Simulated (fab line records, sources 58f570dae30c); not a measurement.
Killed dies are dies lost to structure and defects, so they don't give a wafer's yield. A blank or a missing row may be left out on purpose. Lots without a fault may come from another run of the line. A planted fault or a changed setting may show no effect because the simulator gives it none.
A sampling plan put to the test | flow berkeley_cmos170 | one fab line, 3 faults that these records tell of, each judged on the records of the lots that it struck
The plan is the line's own looks: the steps of the route at which a gauge or an inspection reads the wafer and doesn't change it. A look can be judged if struck wafers have a number there and the file gives its usual mean and standard deviation on fault-free wafers. Caught: at a look after the fault's first step, the mean of the struck wafers lies 4 or more of those standard deviations (sigma) from the usual mean. On the tool: the same test on the tool's own readings at the fault's steps. Another recipe on the struck wafers, or a record that is blank for them alone, also counts as caught.

THE FAULTS, as the simulator had put them in
1. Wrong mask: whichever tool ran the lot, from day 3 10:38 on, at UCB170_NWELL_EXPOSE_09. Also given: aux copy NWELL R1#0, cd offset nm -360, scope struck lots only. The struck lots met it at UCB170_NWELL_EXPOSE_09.
2. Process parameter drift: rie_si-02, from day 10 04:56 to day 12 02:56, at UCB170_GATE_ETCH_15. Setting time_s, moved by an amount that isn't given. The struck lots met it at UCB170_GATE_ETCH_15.
3. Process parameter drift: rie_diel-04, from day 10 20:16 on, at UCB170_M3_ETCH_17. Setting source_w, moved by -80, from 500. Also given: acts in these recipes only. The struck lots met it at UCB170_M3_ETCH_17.

WHAT THE PLAN SAW
fault | on the tool itself       | first look that catches it                      | reading, sigma | median hours from its first step to that look | hours from the fault's start to the first struck lot there | judged looks passed uncaught
1     | under 2 sigma            | none of the 2 looks that can be judged after it | -              | -                                             | -                                                          | 2
2     | run_length_s -56 sigma   | no look after it can be judged                  | -              | -                                             | -                                                          | 0
3     | rf_fwd_power_W -44 sigma | no look after it can be judged                  | -              | -                                             | -                                                          | 0
A dash: the fault isn't caught, or these records don't give the number.

Caught at a look: 0 of 3. Caught on the tool: 2 of 3. By one or the other: 2 of 3.
Caught on the tool alone: faults 2, 3.
Caught by neither: fault 1.
